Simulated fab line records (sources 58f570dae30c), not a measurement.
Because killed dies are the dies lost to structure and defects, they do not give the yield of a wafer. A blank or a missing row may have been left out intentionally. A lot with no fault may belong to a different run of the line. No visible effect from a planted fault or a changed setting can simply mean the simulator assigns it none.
Problem report in the 8D (eight disciplines) form, filled by code	flow berkeley cmos170	the parts of the form that need people (team, actions taken, sign-off) are left out

1. WHAT IS WRONG
Wafers free of any fault read 0.0322 ohm/sq (standard deviation 0.00044) for M3_AL_RS at UCB170_M3_RS_MEAS_02, against a mean of 0.0226 ohm/sq on 2 wafers of 2 lots. Measured from the usual mean, that is -22 standard deviations.
The step: measures by four-point-probe.
The first sign was on wafer L836.2 at day 10 16:20, on film metro-01. At this step, 39 wafers from 13 lots have a number in the record. The rule behind "out" and "out of limits": a value lying over 4 standard deviations away from the usual mean. All remaining wafers that have a number are taken as sound.

2. WHAT THIS IS AND IS NOT
question	is	is not
which readings at this step	M3_AL_RS	-
which lots	L832, L836	L826, L827, L828, L834, L839, L840, L842, L843, L846, L847, L849
which wafers of those lots	L832.4, L836.2	L832.3, L832.6, L836.3, L836.4
read on which gauges	film metro-01	film metro-02, film metro-03
when	from day 10 16:20	up to then (14 sound wafers); but 23 sound wafers of L832, L839, L840, L842, L843, L846, L847, L849 came after

3. SUSPECTS, AND WHAT RULES EACH OUT
Counting: a tool at a process step up to the reading stays a suspect if it ran every lot that is out. Sound lots after the first of them don't rule it out here, since some wafers of a struck lot are sound.
- the gauge at UCB170_M3_RS_MEAS_02 is ruled out. All the wafers that are out were read on film metro-01, but those of them that UCB170_M3_SPUTTER_01 has rows for are out there too, on other tools.
- pecvd-04 at UCB170_V2_CVD_00 (deposits SiO2 from TEOS/O2, target thk 2000 nm, time 250 s): kept. Ran every lot that is out, first one L836 (day 10 13:34); last sound lot up to then L826 (day 8 10:13).
- pvd sputter-02 at UCB170_M3_SPUTTER_01 (material Al, target thk 900 nm, time 120 s): kept. Ran every lot that is out, first one L836 (day 10 16:14); last sound lot up to then L828 (day 8 20:56). Out on those wafers are its own readings of cathode dc power W.
Remaining after the count are pecvd-04 at UCB170_V2_CVD_00 and pvd sputter-02 at UCB170_M3_SPUTTER_01.

4. THE CAUSE (what the simulator had put in)
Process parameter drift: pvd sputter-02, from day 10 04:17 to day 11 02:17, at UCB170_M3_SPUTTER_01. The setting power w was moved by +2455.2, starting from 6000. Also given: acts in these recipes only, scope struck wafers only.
After counting, 2 suspects remain, this tool included.

5. THE EFFECT CHAIN, in route order
Each row: a reading where the mean over the struck wafers with a number is more than 3 standard deviations away from the usual. Scope: only readings with a usual standard deviation given in the record; hours: median across lots of the time from each lot's start at the first step in this table that gives one to its start at this step; sigmas: change in usual standard deviations.
hours	step	reading	usual	on struck wafers	change	sigmas
0	UCB170_M3_SPUTTER_01	cathode dc power W	6000.0 W	8456.2	+2456.2	+99 or more
0	UCB170_M3_RS_MEAS_02	M3_AL_RS	0.0322 ohm/sq	0.0226	-0.0096	-22
0	UCB170_M3_THK_MEAS_03	M3_AL_THK	902 nm	1274	+372	+29
3	UCB170_M3_METAL_ETCH_18	oes product au	0.858 a.u.	0.994	+0.136	+12
4	UCB170_M3_PROBE_99	defect limited yield	98.8 %	0.2	-98.6	-99 or more
4	UCB170_M3_PROBE_99	killed_at_M0_to_M3	0.8	260.5	+259.7	+99 or more
4	UCB170_M3_PROBE_99	killed dies	3.1	263.5	+260.4	+99 or more
4	UCB170_M3_PROBE_99	killed on rim	0.9	69.5	+68.6	+71
4	UCB170_M3_PROBE_99	sort_bin_5_function	0.7 %	98.7	+98.0	+99 or more
4	UCB170_M3_PROBE_99	sort n pass	260.9	0.5	-260.4	-99 or more
4	UCB170_M3_PROBE_99	sort yield pct	98.8 %	0.2	-98.6	-99 or more
Its process steps:
- UCB170_M3_SPUTTER_01: material Al, target thk 900 nm, time 120 s.
- UCB170_M3_METAL_ETCH_18: etches Al in Cl2/BCl3, stops on SiO2, target depth 1170 nm, time 195 s.
- UCB170_M3_PROBE_99

6. HOW IT WOULD HAVE BEEN CAUGHT EARLIER
Counted from the fault's start at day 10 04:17, it took 12 hours until the first out-of-limits reading at a measuring or inspecting step in this record, taken at day 10 16:20.
Tool's own readings at UCB170_M3_SPUTTER_01, cathode dc power W: out on all struck wafers the step has rows for; an alarm limit on them would have tripped on the first.
Lots out: 2; of these, L832 started UCB170_M3_SPUTTER_01 on pvd sputter-02 after day 10 16:20. Had the tool been put on hold then, it would have been spared.
